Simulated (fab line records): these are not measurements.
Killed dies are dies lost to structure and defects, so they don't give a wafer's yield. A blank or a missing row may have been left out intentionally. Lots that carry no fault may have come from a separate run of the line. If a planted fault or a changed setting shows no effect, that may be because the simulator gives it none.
Which of the tools did it? || flow berkeley-cmos170 || 42 wafers from 14 lots sampled at 5 of the route's 331 steps

## WHAT THE GAUGES READ, wafer by wafer
UCB170_M1_RS_MEAS_01: the measuring method here is four-point-probe. Usual: M1_AL_RS gives 0.0483 ohm/sq (standard deviation 0.00048).
{"lot": "L713", "measured": "day 7 11:53", "on": "film-metro-01", "M1_AL_RS (ohm/sq)": "0.0487 0.0484 0.0486", "flag": ""}
{"lot": "L712", "measured": "day 7 12:26", "on": "film-metro-01", "M1_AL_RS (ohm/sq)": "0.0475 0.0483 0.0480", "flag": ""}
{"lot": "L711", "measured": "day 7 12:09", "on": "film-metro-02", "M1_AL_RS (ohm/sq)": "0.0492 0.0497 0.0486", "flag": ""}
{"lot": "L714", "measured": "day 7 14:16", "on": "film-metro-01", "M1_AL_RS (ohm/sq)": "0.0480 0.0483 0.0484", "flag": ""}
{"lot": "L716", "measured": "day 8 05:25", "on": "film-metro-02", "M1_AL_RS (ohm/sq)": "0.0484 0.0483 0.0487", "flag": ""}
{"lot": "L715", "measured": "day 8 05:17", "on": "film-metro-03", "M1_AL_RS (ohm/sq)": "0.0482 0.0480 0.0485", "flag": ""}
{"lot": "L717", "measured": "day 8 05:44", "on": "film-metro-03", "M1_AL_RS (ohm/sq)": "0.0490 0.0486 0.0490", "flag": ""}
{"lot": "L722", "measured": "day 9 04:05", "on": "film-metro-01", "M1_AL_RS (ohm/sq)": "0.0475 0.0477 0.0480", "flag": ""}
{"lot": "L725", "measured": "day 9 23:04", "on": "film-metro-03", "M1_AL_RS (ohm/sq)": "0.0482 0.0476 0.0477", "flag": ""}
{"lot": "L727", "measured": "day 10 07:17", "on": "film-metro-02", "M1_AL_RS (ohm/sq)": "0.0489 0.0485 0.0490", "flag": ""}
{"lot": "L728", "measured": "day 10 08:05", "on": "film-metro-02", "M1_AL_RS (ohm/sq)": "0.0490 0.0486 0.0495", "flag": ""}
{"lot": "L731", "measured": "day 10 15:28", "on": "film-metro-01", "M1_AL_RS (ohm/sq)": "0.0485 0.0484 0.0491", "flag": ""}
{"lot": "L732", "measured": "day 11 11:18", "on": "film-metro-02", "M1_AL_RS (ohm/sq)": "0.0490 0.0483 0.0482", "flag": ""}
{"lot": "L733", "measured": "day 11 14:53", "on": "film-metro-03", "M1_AL_RS (ohm/sq)": "0.0475 0.0477 0.0476", "flag": ""}

UCB170_V1_THK_MEAS_01. Usual: V1_TEOS_THK gives 1996 nm (standard deviation 27).
{"lot": "L713", "measured": "day 7 17:10", "on": "film-metro-04", "V1_TEOS_THK (nm)": "2017 1981 2018", "flag": ""}
{"lot": "L712", "measured": "day 7 17:18", "on": "film-metro-01", "V1_TEOS_THK (nm)": "1942 1962 1990", "flag": ""}
{"lot": "L711", "measured": "day 7 17:10", "on": "film-metro-03", "V1_TEOS_THK (nm)": "1997 1934 2030", "flag": ""}
{"lot": "L714", "measured": "day 7 20:56", "on": "film-metro-03", "V1_TEOS_THK (nm)": "2001 2034 2045", "flag": ""}
{"lot": "L716", "measured": "day 8 13:02", "on": "film-metro-01", "V1_TEOS_THK (nm)": "1981 1977 2010", "flag": ""}
{"lot": "L715", "measured": "day 8 13:02", "on": "film-metro-03", "V1_TEOS_THK (nm)": "1958 1963 2011", "flag": ""}
{"lot": "L717", "measured": "day 8 13:13", "on": "film-metro-03", "V1_TEOS_THK (nm)": "1956 2003 1991", "flag": ""}
{"lot": "L722", "measured": "day 9 09:59", "on": "film-metro-03", "V1_TEOS_THK (nm)": "1968 1997 1989", "flag": ""}
{"lot": "L725", "measured": "day 10 07:47", "on": "film-metro-03", "V1_TEOS_THK (nm)": "1957 1948 1977", "flag": ""}
{"lot": "L727", "measured": "day 10 12:37", "on": "film-metro-04", "V1_TEOS_THK (nm)": "1967 2014 1977", "flag": ""}
{"lot": "L728", "measured": "day 10 12:37", "on": "film-metro-01", "V1_TEOS_THK (nm)": "1994 1940 2015", "flag": ""}
{"lot": "L731", "measured": "day 10 21:22", "on": "film-metro-01", "V1_TEOS_THK (nm)": "1977 1985 2005", "flag": ""}
{"lot": "L732", "measured": "day 11 15:41", "on": "film-metro-03", "V1_TEOS_THK (nm)": "1990 1996 2031", "flag": ""}
{"lot": "L733", "measured": "day 11 21:42", "on": "film-metro-01", "V1_TEOS_THK (nm)": "2002 2016 2004", "flag": ""}

UCB170_V2_THK_MEAS_01. Usual: V2_TEOS_THK gives 2001 nm (standard deviation 24).
{"lot": "L713", "measured": "day 8 01:08", "on": "film-metro-03", "V2_TEOS_THK (nm)": "1985 1963 1995", "flag": ""}
{"lot": "L712", "measured": "day 8 01:31", "on": "film-metro-04", "V2_TEOS_THK (nm)": "1996 1963 1972", "flag": ""}
{"lot": "L711", "measured": "day 8 01:24", "on": "film-metro-02", "V2_TEOS_THK (nm)": "1998 1986 2055", "flag": ""}
{"lot": "L714", "measured": "day 8 03:51", "on": "film-metro-03", "V2_TEOS_THK (nm)": "1999 1968 2002", "flag": ""}
{"lot": "L716", "measured": "day 8 19:35", "on": "film-metro-03", "V2_TEOS_THK (nm)": "1977 1968 2020", "flag": ""}
{"lot": "L715", "measured": "day 8 19:16", "on": "film-metro-04", "V2_TEOS_THK (nm)": "1981 1983 2008", "flag": ""}
{"lot": "L717", "measured": "day 8 20:10", "on": "film-metro-04", "V2_TEOS_THK (nm)": "1977 2006 2012", "flag": ""}
{"lot": "L722", "measured": "day 9 17:54", "on": "film-metro-04", "V2_TEOS_THK (nm)": "1949 1972 1952", "flag": ""}
{"lot": "L725", "measured": "day 10 14:08", "on": "film-metro-03", "V2_TEOS_THK (nm)": "830 1990 2026", "flag": "OFF"}
{"lot": "L727", "measured": "day 10 19:11", "on": "film-metro-02", "V2_TEOS_THK (nm)": "1997 863 2010", "flag": "OFF"}
{"lot": "L728", "measured": "day 10 19:33", "on": "film-metro-04", "V2_TEOS_THK (nm)": "1982 1993 2015", "flag": ""}
{"lot": "L731", "measured": "day 11 03:06", "on": "film-metro-02", "V2_TEOS_THK (nm)": "2002 2022 2025", "flag": ""}
{"lot": "L732", "measured": "day 11 21:14", "on": "film-metro-04", "V2_TEOS_THK (nm)": "1961 2006 1993", "flag": ""}
{"lot": "L733", "measured": "day 12 03:16", "on": "film-metro-04", "V2_TEOS_THK (nm)": "1977 2030 1982", "flag": ""}

## WHICH TOOL RAN EACH LOT (tool, then ch and the chambers of the sampled wafers, then the start)
{"lot": "L713", "UCB170_SILICIDE_RTA_04": "rtp-anneal-02 ch 0, day 7 06:17", "UCB170_V2_CVD_00": "pecvd-04 ch 0,1, day 8 00:59"}
{"lot": "L712", "UCB170_SILICIDE_RTA_04": "rtp-anneal-01 ch 0, day 7 06:28", "UCB170_V2_CVD_00": "pecvd-01 ch 0,1,2, day 8 01:21"}
{"lot": "L711", "UCB170_SILICIDE_RTA_04": "rtp-anneal-02 ch 0, day 7 06:43", "UCB170_V2_CVD_00": "pecvd-02 ch 1,2, day 8 01:15"}
{"lot": "L714", "UCB170_SILICIDE_RTA_04": "rtp-anneal-02 ch 0, day 7 09:34", "UCB170_V2_CVD_00": "pecvd-04 ch 0,1, day 8 03:42"}
{"lot": "L716", "UCB170_SILICIDE_RTA_04": "rtp-anneal-02 ch 0, day 7 22:17", "UCB170_V2_CVD_00": "pecvd-01 ch 0,1,2, day 8 19:26"}
{"lot": "L715", "UCB170_SILICIDE_RTA_04": "rtp-anneal-02 ch 0, day 7 22:45", "UCB170_V2_CVD_00": "pecvd-04 ch 0,2, day 8 19:07"}
{"lot": "L717", "UCB170_SILICIDE_RTA_04": "rtp-anneal-02 ch 0, day 7 23:28", "UCB170_V2_CVD_00": "pecvd-04 ch 0,1,2, day 8 19:59"}
{"lot": "L722", "UCB170_SILICIDE_RTA_04": "rtp-anneal-02 ch 0, day 8 23:16", "UCB170_V2_CVD_00": "pecvd-04 ch 0,1, day 9 17:45"}
{"lot": "L725", "UCB170_SILICIDE_RTA_04": "rtp-anneal-02 ch 0, day 9 15:49", "UCB170_V2_CVD_00": "pecvd-02 ch 1,2, day 10 13:59"}
{"lot": "L727", "UCB170_SILICIDE_RTA_04": "rtp-anneal-02 ch 0, day 10 02:46", "UCB170_V2_CVD_00": "pecvd-02 ch 0,1, day 10 19:02"}
{"lot": "L728", "UCB170_SILICIDE_RTA_04": "rtp-anneal-02 ch 0, day 10 03:11", "UCB170_V2_CVD_00": "pecvd-04 ch 0,1,2, day 10 19:23"}
{"lot": "L731", "UCB170_SILICIDE_RTA_04": "rtp-anneal-02 ch 0, day 10 09:04", "UCB170_V2_CVD_00": "pecvd-04 ch 0,1, day 11 02:56"}
{"lot": "L732", "UCB170_SILICIDE_RTA_04": "rtp-anneal-02 ch 0, day 11 05:26", "UCB170_V2_CVD_00": "pecvd-01 ch 0,1, day 11 21:05"}
{"lot": "L733", "UCB170_SILICIDE_RTA_04": "rtp-anneal-02 ch 0, day 11 09:55", "UCB170_V2_CVD_00": "pecvd-04 ch 1,2, day 12 03:07"}
- UCB170_SILICIDE_RTA_04: time 15 s.
- UCB170_V2_CVD_00: deposits SiO2 from TEOS/O2, target thk 2000 nm, time 250 s.

## AS READ BY THE TOOLS THEMSELVES (means over the sampled wafers that have a number; for cases with no such wafer, the mark the record gives instead)
UCB170_SILICIDE_RTA_04. Usual: lamp-power-pct 11.05 %, standard deviation 0.18; wafer_temp_C_max 652.3, standard deviation 0.52.
{"lot": "L713", "tool": "rtp-anneal-02", "lamp-power-pct (%)": 10.99, "wafer_temp_C_max": 652.9, "flag": ""}
{"lot": "L712", "tool": "rtp-anneal-01", "lamp-power-pct (%)": 11.53, "wafer_temp_C_max": 653.4, "flag": ""}
{"lot": "L711", "tool": "rtp-anneal-02", "lamp-power-pct (%)": 10.98, "wafer_temp_C_max": 652.3, "flag": ""}
{"lot": "L714", "tool": "rtp-anneal-02", "lamp-power-pct (%)": 10.98, "wafer_temp_C_max": 652.0, "flag": ""}
{"lot": "L716", "tool": "rtp-anneal-02", "lamp-power-pct (%)": 10.98, "wafer_temp_C_max": 652.7, "flag": ""}
{"lot": "L715", "tool": "rtp-anneal-02", "lamp-power-pct (%)": 10.98, "wafer_temp_C_max": 652.3, "flag": ""}
{"lot": "L717", "tool": "rtp-anneal-02", "lamp-power-pct (%)": 10.98, "wafer_temp_C_max": 652.1, "flag": ""}
{"lot": "L722", "tool": "rtp-anneal-02", "lamp-power-pct (%)": 10.99, "wafer_temp_C_max": 651.5, "flag": ""}
{"lot": "L725", "tool": "rtp-anneal-02", "lamp-power-pct (%)": 10.99, "wafer_temp_C_max": 652.4, "flag": ""}
{"lot": "L727", "tool": "rtp-anneal-02", "lamp-power-pct (%)": 10.98, "wafer_temp_C_max": 651.8, "flag": ""}
{"lot": "L728", "tool": "rtp-anneal-02", "lamp-power-pct (%)": 10.98, "wafer_temp_C_max": 652.4, "flag": ""}
{"lot": "L731", "tool": "rtp-anneal-02", "lamp-power-pct (%)": 10.98, "wafer_temp_C_max": 652.6, "flag": ""}
{"lot": "L732", "tool": "rtp-anneal-02", "lamp-power-pct (%)": 10.99, "wafer_temp_C_max": 652.2, "flag": ""}
{"lot": "L733", "tool": "rtp-anneal-02", "lamp-power-pct (%)": 10.99, "wafer_temp_C_max": 652.1, "flag": ""}

UCB170_V2_CVD_00. Usual: heater-power-w 257 W, standard deviation 52; run-length-s 278.2 s, standard deviation 0.59.
{"lot": "L713", "tool": "pecvd-04", "heater-power-w (W)": 265, "run-length-s (s)": 277.9, "flag": ""}
{"lot": "L712", "tool": "pecvd-01", "heater-power-w (W)": 310, "run-length-s (s)": 277.4, "flag": ""}
{"lot": "L711", "tool": "pecvd-02", "heater-power-w (W)": 219, "run-length-s (s)": 278.2, "flag": ""}
{"lot": "L714", "tool": "pecvd-04", "heater-power-w (W)": 284, "run-length-s (s)": 277.8, "flag": ""}
{"lot": "L716", "tool": "pecvd-01", "heater-power-w (W)": 267, "run-length-s (s)": 277.6, "flag": ""}
{"lot": "L715", "tool": "pecvd-04", "heater-power-w (W)": 273, "run-length-s (s)": 278.5, "flag": ""}
{"lot": "L717", "tool": "pecvd-04", "heater-power-w (W)": 249, "run-length-s (s)": 278.0, "flag": ""}
{"lot": "L722", "tool": "pecvd-04", "heater-power-w (W)": 294, "run-length-s (s)": 277.6, "flag": ""}
{"lot": "L725", "tool": "pecvd-02", "heater-power-w (W)": 233, "run-length-s (s)": 230.5, "flag": "OFF"}
{"lot": "L727", "tool": "pecvd-02", "heater-power-w (W)": 208, "run-length-s (s)": 230.9, "flag": "OFF"}
{"lot": "L728", "tool": "pecvd-04", "heater-power-w (W)": 276, "run-length-s (s)": 277.9, "flag": ""}
{"lot": "L731", "tool": "pecvd-04", "heater-power-w (W)": 247, "run-length-s (s)": 278.1, "flag": ""}
{"lot": "L732", "tool": "pecvd-01", "heater-power-w (W)": 249, "run-length-s (s)": 277.4, "flag": ""}
{"lot": "L733", "tool": "pecvd-04", "heater-power-w (W)": 306, "run-length-s (s)": 277.9, "flag": ""}

## THE ANSWER, worked out from the rows above alone
Rule: lot off if the mean of its wafers having a number is beyond 3 standard deviations from the usual mean. Also off: a lot with no number at a reading for which 4 or more lots have one. Any other lot the step has rows for is counted as sound. Order of review: gauges by route order, followed by the tools' own readings, for which a lot's mean as printed above is used. At the first step where some lot is off, the reading lying furthest off is the one used; lots without a number count as furthest.
Off: L725, L727, at UCB170_V2_THK_MEAS_01 (V2_TEOS_THK).
A tool fits if, at a process step before that reading, it ran every lot that is off, and no sound lot after the first of them. The gauges at UCB170_V2_THK_MEAS_01 aren't tried: what is off there is off at UCB170_V2_CVD_00 too, on other tools, and a gauge's error can't cause that. One fits: pecvd-02 at UCB170_V2_CVD_00. Its last sound lot is L711 (day 8 01:15), its first lot that is off L725 (day 10 13:59): a fault that began between those two fits.
The tool's own readings at UCB170_V2_CVD_00 bear it out: on the lots that are off they differ by more than 5 times the standard deviation of the sound lots' means. run-length-s reads 230.7 s there against 277.9 s on the sound lots.

## WHAT THE SIMULATOR HAD INSERTED
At UCB170_V2_CVD_00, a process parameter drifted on pecvd-02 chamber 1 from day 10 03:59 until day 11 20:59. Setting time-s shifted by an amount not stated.
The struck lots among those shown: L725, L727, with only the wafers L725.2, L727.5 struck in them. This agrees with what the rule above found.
